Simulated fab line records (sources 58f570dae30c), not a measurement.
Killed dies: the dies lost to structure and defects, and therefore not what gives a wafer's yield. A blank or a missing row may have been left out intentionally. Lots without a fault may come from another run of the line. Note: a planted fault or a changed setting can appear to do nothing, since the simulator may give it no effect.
Struck lot and sound lot, side by side | flow berkeley-cmos170 | 31 out of 331 route steps
Sound: wafers L799.1, L799.2, L799.3. Wafers L810.1, L810.3, L810.4 were the ones struck. At the end, the cause is stated.
At each step with rows: each side's tool, then ch and its chambers, then its first start. Under that, the readings that differ: sound wafers | struck wafers | difference of the means | sigmas: that difference in standard deviations of wafers without a fault.
alike: readings whose means differ by less than 2 such deviations, and words and numbers that are the same on both sides. not compared: withheld readings, readings that some wafer has no value for, bounds like >300 that may hide the same value, and numbers for which the record gives no deviation and whose values overlap.
A row with sigmas, a row that says differs or no value, or rows on one side alone: a step with any of these is where the two part. Numbers that don't overlap but have no deviation are shown without sigmas and don't part them. A reading missing from all wafers of one side parts the sides only when that side holds two or more wafers.

UCB170_PLDD_TW_MEAS_11:
  struck on film-metro-02, day 10 12:09; sound on film-metro-04, day 7 05:01
  alike: PLDD_TW
then, 7 steps without rows for these wafers: UCB170_PLDD_CLEAN_12 (cleans in SPM, time 600 s); UCB170_NLDD_HMDS_00 (prime time 60 s); UCB170_NLDD_COAT_01 (resist thk 900 nm); UCB170_NLDD_SOFTBAKE_02 (time 60 s); UCB170_NLDD_EXPOSE_03 (exposes mask NSELECT, target cd 1200 nm); UCB170_NLDD_PEB_04; UCB170_NLDD_DEVELOP_05 (develop time 45 s).
UCB170_NLDD_CD_MEAS_06 targets a cd of 1200 nm.
  struck on cd-sem-01, day 10 13:34; sound on cd-sem-02, day 7 06:52
  alike: cd-nm
UCB170_NLDD_OVL_MEAS_07:
  struck on overlay-01, day 10 13:41; sound on overlay-02, day 7 06:59
  alike: NLDD_OVL
then, 2 steps without rows for these wafers: UCB170_NLDD_IMPLANT_08; UCB170_NLDD_IMPLANT_09.
UCB170_NLDD_STRIP_10: strips in O2.
  sound on plasma-asher-01 ch 0,1, day 7 07:19; struck on plasma-asher-04 ch 0,1, day 10 14:02
  reading                               | sound             | struck            | difference                    | sigmas
  oes-product-au (a.u.)                 | 0.737 0.730 0.736 | 0.979 0.982 0.985 | +0.248                        | +58
  strip-time-to-endpoint-s (s)          | 21.67 21.58 21.71 | - - -             | no value on the struck wafers |
  model.KrF_of_NLDD_COAT_01.thk-nm (nm) | 0 0 0             | 297 298.4 297.9   | +298                          |
  alike: drypump-motor-current-A
  not compared: rf-hours-counter-h
UCB170_NLDD_TW_MEAS_11:
  struck on film-metro-01, day 10 14:08; sound on film-metro-02, day 7 07:25
  reading | sound          | struck         | difference | sigmas
  NLDD_TW | 2186 2186 2175 | 2234 2234 2240 | +54        | +2
then, 1 step without rows for these wafers: UCB170_NLDD_CLEAN_12 (cleans in SPM, time 600 s).
UCB170_SPACER_CVD_00: deposits SiO2 from TEOS/O2, target thk 376 nm, time 47 s.
  sound on pecvd-04 ch 0,1,2, day 7 07:39; struck on pecvd-03 ch 0,1,2, day 10 14:22
  alike: heater-power-w
UCB170_SPACER_THK_MEAS_01:
  struck on film-metro-04, day 10 14:25; sound on film-metro-03, day 7 07:41
  reading              | sound       | struck      | difference | sigmas
  SPACER_TEOS_THK (nm) | 366 370 370 | 375 378 385 | +11        | +2
then, 1 step without rows for these wafers: UCB170_SPACER_ANNEAL_02 (time 1800 s).
UCB170_SPACER_ETCHBACK_03: etches SiO2 in CHF3/CF4/Ar, stops on Si, target depth 376 nm, time 100 s.
  sound on rie-diel-01 ch 1,2,3, day 7 14:35; struck on rie-diel-03 ch 1,2,3, day 10 22:46
  alike: CHF3_flow_sccm, cf4-flow-sccm, drypump-motor-current-A, oes-product-au, throttle-valve-pct
  not compared: rf-hours-counter-h
then, 6 steps without rows for these wafers: UCB170_PSD_HMDS_00 (prime time 60 s); UCB170_PSD_COAT_01 (resist thk 900 nm); UCB170_PSD_SOFTBAKE_02 (time 60 s); UCB170_PSD_EXPOSE_03 (exposes mask PSELECT MOD, target cd 1200 nm); UCB170_PSD_PEB_04; UCB170_PSD_DEVELOP_05 (develop time 45 s).
UCB170_PSD_CD_MEAS_06 targets a cd of 1200 nm.
  struck on cd-sem-02, day 10 23:47; sound on cd-sem-02, day 7 17:01
  alike: cd-nm
UCB170_PSD_OVL_MEAS_07:
  struck on overlay-02, day 10 23:55; sound on overlay-01, day 7 17:08
  alike: PSD_OVL
after that, 1 step had no rows for these wafers: UCB170_PSD_IMPLANT_08.
UCB170_PSD_STRIP_09: strips in O2.
  sound on plasma-asher-01 ch 0,1, day 7 17:19; struck on plasma-asher-04 ch 0,1, day 11 00:05
  reading                      | sound             | struck            | difference | sigmas
  oes-product-au (a.u.)        | 0.600 0.597 0.597 | 0.638 0.632 0.631 | +0.036     | +8
  strip-time-to-endpoint-s (s) | 29.31 29.24 29.34 | 38.15 38.22 38.19 | +8.89      | +99 or more
  alike: drypump-motor-current-A
  not compared: rf-hours-counter-h
UCB170_PSD_TW_MEAS_10:
  struck on film-metro-04, day 11 00:11; sound on film-metro-04, day 7 17:25
  reading | sound          | struck   | difference | sigmas
  PSD_TW  | 2301 2300 2305 | 30 30 30 | -2272      | -99 or more
then, 1 step without rows for these wafers: UCB170_PSD_CLEAN_11 (cleans in SPM, time 600 s).

== WHERE THEY PART ==
Earliest at UCB170_NLDD_STRIP_10; latest, in this record, at UCB170_PSD_TW_MEAS_10.

WHY: whatever the simulator had introduced
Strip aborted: plasma-asher-04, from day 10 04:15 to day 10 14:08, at UCB170_NLDD_STRIP_10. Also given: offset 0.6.
